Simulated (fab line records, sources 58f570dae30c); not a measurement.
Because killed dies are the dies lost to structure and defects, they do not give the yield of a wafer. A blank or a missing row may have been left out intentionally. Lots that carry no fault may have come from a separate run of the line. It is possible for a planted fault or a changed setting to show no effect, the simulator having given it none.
The tool behind it: which one?	flow berkeley_cmos170	14 lots, 42 wafers sampled, at 3 steps of a route of 331

== WHAT THE GAUGES SHOWED, per wafer ==
UCB170_V2_THK_MEAS_01. Usual: V2_TEOS_THK 2004 nm, standard deviation 26.
lot	measured	on	V2_TEOS_THK (nm)	flag
L305	day 8 02:01	film_metro-03	1960 2015 2029	
L304	day 8 06:08	film_metro-02	1968 1978 2003	
L306	day 8 02:42	film_metro-03	1965 1980 2003	
L307	day 8 06:43	film_metro-02	2025 2040 2035	
L308	day 8 06:26	film_metro-03	1975 2022 2014	
L310	day 8 16:06	film_metro-02	1961 2022 1995	
L309	day 8 16:11	film_metro-03	2006 2034 2004	
L311	day 8 20:44	film_metro-01	2001 2003 2049	
L314	day 10 00:11	film_metro-03	1976 2006 2022	
L315	day 10 06:40	film_metro-03	1984 1977 2003	
L318	day 10 21:31	film_metro-02	2012 2048 2069	
L323	day 11 20:17	film_metro-03	1972 1984 2044	
L324	day 11 20:03	film_metro-02	1970 1990 2013	
L326	day 11 20:23	film_metro-02	2016 2001 2046	

UCB170_V2_OVL_MEAS_13. Usual: V2_OVL -1 nm, standard deviation 5.7.
lot	measured	on	V2_OVL (nm)	flag
L305	day 8 04:06	overlay-01	-14 -8 -7	
L304	day 8 07:49	overlay-02	0 2 0	
L306	day 8 04:39	overlay-01	-8 -2 -6	
L307	day 8 08:32	overlay-02	-1 -5 5	
L308	day 8 08:14	overlay-01	-3 -6 -8	
L310	day 8 17:53	overlay-01	1 -1 0	
L309	day 8 18:20	overlay-02	-3 -3 -6	
L311	day 8 23:08	overlay-01	-4 -3 1	
L314	day 10 02:32	overlay-02	-11 -7 -7	
L315	day 10 10:17	overlay-02	12 8 4	
L318	day 10 23:56	overlay-01	-2 -4 -1	
L323	day 11 22:30	overlay-01	8 10 -2	
L324	day 11 21:52	overlay-02	6 5 1	
L326	day 11 22:44	overlay-02	1 -5 -8	

== EACH LOT AND THE TOOL THAT RAN IT (in order: tool; ch and the chambers of the sampled wafers; start) ==
lot	UCB170_M1_METAL_ETCH_12
L305	rie_metal-01 ch 0,1, day 7 14:48
L304	rie_metal-02 ch 0,1, day 7 15:04
L306	rie_metal-04 ch 0,1, day 7 15:46
L307	rie_metal-01 ch 0,1, day 7 16:04
L308	rie_metal-02 ch 0,1, day 7 16:26
L310	rie_metal-01 ch 0,1, day 8 03:49
L309	rie_metal-04 ch 0, day 8 04:27
L311	rie_metal-04 ch 0,1, day 8 11:57
L314	rie_metal-04 ch 0,1, day 9 14:18
L315	rie_metal-04 ch 0, day 9 20:55
L318	rie_metal-01 ch 0,1, day 10 11:57
L323	rie_metal-02 ch 0,1, day 11 05:31
L324	rie_metal-01 ch 0,1, day 11 05:38
L326	rie_metal-01 ch 0,1, day 11 10:23
- UCB170_M1_METAL_ETCH_12: etches Al in Cl2/BCl3, stops on PSG, target depth 780 nm, time 130 s.

== WHAT THE TOOLS THEMSELVES READ (means of the sampled wafers that have a number; where no wafer has one, the mark that the record gives instead) ==
UCB170_M1_METAL_ETCH_12. Usual: drypump_motor_current_A 5.3 A, standard deviation 0.33; oes_product_au 0.880 a.u., standard deviation 0.017; throttle_valve_pct 24.49 %, standard deviation 0.18.
lot	tool	drypump_motor_current_A (A)	oes_product_au (a.u.)	throttle_valve_pct (%)	flag
L305	rie_metal-01	5.2	0.865	24.53	
L304	rie_metal-02	5.5	0.869	24.45	
L306	rie_metal-04	5.3	0.899	24.57	
L307	rie_metal-01	4.9	0.876	24.53	
L308	rie_metal-02	5.5	0.873	24.45	
L310	rie_metal-01	4.9	0.870	24.52	
L309	rie_metal-04	5.4	0.893	24.65	
L311	rie_metal-04	5.2	0.895	24.50	
L314	rie_metal-04	5.2	0.897	24.50	
L315	rie_metal-04	5.4	0.893	24.66	
L318	rie_metal-01	5.1	0.867	24.53	
L323	rie_metal-02	5.5	0.866	24.44	
L324	rie_metal-01	5.2	0.866	24.53	
L326	rie_metal-01	5.2	0.867	24.53	

== THE ANSWER, worked out from the rows above alone ==
Rule: a lot counts as off when the mean over its wafers that have a number is more than 3 standard deviations away from the usual mean. A lot without any number at a reading at which 4 lots or more have one is off too. The other lots that the step has rows for count as sound. After the gauges, taken in route order, come the tools' own readings; for these a lot's mean is taken, as printed above. The first step at which some lot is off is used, and at that step the reading that is off furthest; a lot without a number counts as furthest.
None of the lots is off at any reading shown; this tells nothing.

== WHAT THE SIMULATOR PUT IN ==
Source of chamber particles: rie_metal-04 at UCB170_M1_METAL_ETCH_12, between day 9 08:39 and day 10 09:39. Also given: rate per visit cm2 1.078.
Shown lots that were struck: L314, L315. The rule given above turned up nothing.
